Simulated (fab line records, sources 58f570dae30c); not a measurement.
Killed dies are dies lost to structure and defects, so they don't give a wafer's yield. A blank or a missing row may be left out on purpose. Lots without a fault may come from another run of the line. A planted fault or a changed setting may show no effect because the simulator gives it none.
Which tool did it? | flow berkeley_cmos170 | 14 lots, 42 wafers sampled, at 5 steps of a route of 331

WHAT THE GAUGES READ, wafer by wafer
UCB170_FIELD_THK_MEAS_91. Usual: FIELD_OXIDE_LEFT_2_THK 354 nm, standard deviation 9.3.
lot  | measured     | on            | FIELD_OXIDE_LEFT_2_THK (nm) | flag
L695 | day 6 13:16  | film_metro-04 | 357 354 351                 |
L697 | day 6 13:58  | film_metro-01 | 369 374 380                 |
L696 | day 6 14:06  | film_metro-03 | 361 359 367                 |
L703 | day 8 01:50  | film_metro-03 | 344 349 347                 |
L701 | day 8 02:02  | film_metro-04 | 357 353 356                 |
L709 | day 9 07:38  | film_metro-01 | 342 337 347                 |
L708 | day 9 07:59  | film_metro-03 | 356 359 357                 |
L710 | day 9 21:55  | film_metro-01 | 348 357 346                 |
L711 | day 10 08:49 | film_metro-03 | 363 349 354                 |
L713 | day 10 18:54 | film_metro-04 | 348 351 343                 |
L715 | day 10 21:08 | film_metro-01 | 375 362 365                 |
L716 | day 11 09:18 | film_metro-01 | 368 360 365                 |
L717 | day 11 20:59 | film_metro-03 | 357 358 361                 |
L718 | day 11 21:34 | film_metro-04 | 361 356 360                 |

UCB170_GATE_THK_MEAS_05. Usual: GATE_POLY_THK 214.0 nm, standard deviation 2.3.
lot  | measured     | on            | GATE_POLY_THK (nm) | flag
L695 | day 7 03:18  | film_metro-04 | 214.9 217.8 217.2  |
L697 | day 7 03:17  | film_metro-01 | 211.3 212.6 212.6  |
L696 | day 7 03:19  | film_metro-02 | 215.1 213.0 215.9  |
L703 | day 8 15:59  | film_metro-04 | 214.0 214.4 214.7  |
L701 | day 8 15:58  | film_metro-01 | 215.1 212.5 213.2  |
L709 | day 9 23:17  | film_metro-01 | 214.6 214.6 216.1  |
L708 | day 9 23:20  | film_metro-01 | 214.3 211.7 212.4  |
L710 | day 10 09:58 | film_metro-04 | 212.4 214.8 214.2  |
L711 | day 10 22:10 | film_metro-02 | 206.6 210.1 209.7  |
L713 | day 11 08:53 | film_metro-02 | 218.1 218.4 218.7  |
L715 | day 11 08:53 | film_metro-01 | 211.3 213.5 214.0  |
L716 | day 11 23:55 | film_metro-02 | 215.9 217.1 215.4  |
L717 | day 12 11:22 | film_metro-02 | 216.3 216.6 216.4  |
L718 | day 12 11:23 | film_metro-01 | 213.1 215.7 215.5  |

UCB170_PLDD_CD_MEAS_06: target cd 1200 nm. Usual: cd_nm 1199.9 nm, standard deviation 1.6.
lot  | measured     | on        | cd_nm (nm)           | flag
L695 | day 7 06:28  | cd_sem-01 | 1200.4 1201.1 1200.5 |
L697 | day 7 06:19  | cd_sem-01 | 1200.3 1200.8 1201.4 |
L696 | day 7 06:43  | cd_sem-02 | 1202.7 1199.2 1201.0 |
L703 | day 8 19:34  | cd_sem-01 | 1176.1 1176.5 1178.4 | OFF
L701 | day 8 19:49  | cd_sem-02 | 1177.3 1176.4 1177.0 | OFF
L709 | day 10 03:49 | cd_sem-01 | 1199.8 1198.9 1198.0 |
L708 | day 10 04:03 | cd_sem-02 | 1199.3 1199.4 1200.5 |
L710 | day 10 13:47 | cd_sem-02 | 1202.5 1201.6 1202.5 |
L711 | day 11 01:26 | cd_sem-01 | 1199.0 1200.1 1199.0 |
L713 | day 11 13:09 | cd_sem-02 | 1197.2 1198.6 1197.9 |
L715 | day 11 13:26 | cd_sem-01 | 1198.9 1199.3 1198.8 |
L716 | day 12 03:13 | cd_sem-01 | 1201.0 1200.4 1200.2 |
L717 | day 12 14:22 | cd_sem-02 | 1198.0 1196.5 1198.6 |
L718 | day 12 14:39 | cd_sem-02 | 1201.2 1200.0 1198.7 |

WHICH TOOL RAN EACH LOT (tool, then ch and the chambers of the sampled wafers, then the start)
lot  | UCB170_GATE_STRIP_16                 | UCB170_PLDD_PEB_04
L695 | plasma_asher-03 ch 1, day 7 04:59    | litho_track-01 ch 0, day 7 06:12
L697 | plasma_asher-02 ch 0,1, day 7 04:52  | litho_track-02 ch 0, day 7 06:02
L696 | plasma_asher-04 ch 0,1, day 7 05:14  | litho_track-02 ch 0, day 7 06:28
L703 | plasma_asher-03 ch 0,1, day 8 17:17  | litho_track-04 ch 0, day 8 19:18
L701 | plasma_asher-04 ch 0,1, day 8 18:00  | litho_track-04 ch 0, day 8 19:33
L709 | plasma_asher-03 ch 0,1, day 10 00:47 | litho_track-02 ch 0, day 10 03:33
L708 | plasma_asher-04 ch 0,1, day 10 01:23 | litho_track-02 ch 0, day 10 03:46
L710 | plasma_asher-03 ch 0,1, day 10 11:24 | litho_track-02 ch 0, day 10 13:00
L711 | plasma_asher-03 ch 0,1, day 10 23:34 | litho_track-01 ch 0, day 11 01:04
L713 | plasma_asher-03 ch 0,1, day 11 10:13 | litho_track-01 ch 0, day 11 12:00
L715 | plasma_asher-04 ch 0,1, day 11 10:55 | litho_track-01 ch 0, day 11 13:00
L716 | plasma_asher-02 ch 0, day 12 01:33   | litho_track-02 ch 0, day 12 02:56
L717 | plasma_asher-03 ch 0,1, day 12 13:01 | litho_track-01 ch 0, day 12 14:05
L718 | plasma_asher-04 ch 0,1, day 12 13:20 | litho_track-04 ch 0, day 12 14:23
- UCB170_GATE_STRIP_16: strips in O2.
- UCB170_PLDD_PEB_04

WHAT THE TOOLS THEMSELVES READ (means of the sampled wafers that have a number; where no wafer has one, the mark that the record gives instead)
UCB170_GATE_STRIP_16. Usual: drypump_motor_current_A 5.7 A, standard deviation 0.51; oes_product_au 0.724 a.u., standard deviation 0.0051.
lot  | tool            | drypump_motor_current_A (A) | oes_product_au (a.u.) | flag
L695 | plasma_asher-03 | 5.1                         | 0.725                 |
L697 | plasma_asher-02 | 5.2                         | 0.725                 |
L696 | plasma_asher-04 | 5.9                         | 0.726                 |
L703 | plasma_asher-03 | 5.4                         | 0.720                 |
L701 | plasma_asher-04 | 6.0                         | 0.723                 |
L709 | plasma_asher-03 | 5.8                         | 0.722                 |
L708 | plasma_asher-04 | 6.1                         | 0.728                 |
L710 | plasma_asher-03 | 5.7                         | 0.722                 |
L711 | plasma_asher-03 | 5.4                         | 0.723                 |
L713 | plasma_asher-03 | 5.4                         | 0.721                 |
L715 | plasma_asher-04 | 6.0                         | 0.725                 |
L716 | plasma_asher-02 | 5.9                         | 0.722                 |
L717 | plasma_asher-03 | 5.4                         | 0.724                 |
L718 | plasma_asher-04 | 6.0                         | 0.725                 |

UCB170_PLDD_PEB_04. Usual: heater_power_total_W 56.80 W, standard deviation 0.049; plate_temp_C 129.98 C, standard deviation 0.12.
lot  | tool           | heater_power_total_W (W) | plate_temp_C (C) | flag
L695 | litho_track-01 | 56.82                    | 129.92           |
L697 | litho_track-02 | 56.77                    | 129.93           |
L696 | litho_track-02 | 56.82                    | 130.00           |
L703 | litho_track-04 | 55.01                    | 127.03           | OFF
L701 | litho_track-04 | 54.99                    | 126.84           | OFF
L709 | litho_track-02 | 56.82                    | 129.91           |
L708 | litho_track-02 | 56.81                    | 130.03           |
L710 | litho_track-02 | 56.75                    | 129.96           |
L711 | litho_track-01 | 56.80                    | 130.01           |
L713 | litho_track-01 | 56.80                    | 129.85           |
L715 | litho_track-01 | 56.76                    | 130.04           |
L716 | litho_track-02 | 56.81                    | 129.88           |
L717 | litho_track-01 | 56.78                    | 130.04           |
L718 | litho_track-04 | 56.79                    | 129.84           |

THE ANSWER, worked out from the rows above alone
Rule: a lot is off if the mean of its wafers that have a number lies more than 3 standard deviations from the usual mean. A lot without any number at a reading at which 4 lots or more have one is off too. The other lots that the step has rows for count as sound. The gauges are gone through in route order, then the tools' own readings, and for those a lot's mean is taken as printed above. The first step at which some lot is off is used, and at that step the reading that is off furthest; a lot without a number counts as furthest.
Off: L703, L701, at UCB170_PLDD_CD_MEAS_06 (cd_nm).
A tool fits if, at a process step before that reading, it ran every lot that is off, and no sound lot after the first of them. The gauges at UCB170_PLDD_CD_MEAS_06 aren't tried: what is off there is off at UCB170_PLDD_PEB_04 too, on other tools, and a gauge's error can't cause that. None of those tried fits.

WHAT THE SIMULATOR HAD PUT IN
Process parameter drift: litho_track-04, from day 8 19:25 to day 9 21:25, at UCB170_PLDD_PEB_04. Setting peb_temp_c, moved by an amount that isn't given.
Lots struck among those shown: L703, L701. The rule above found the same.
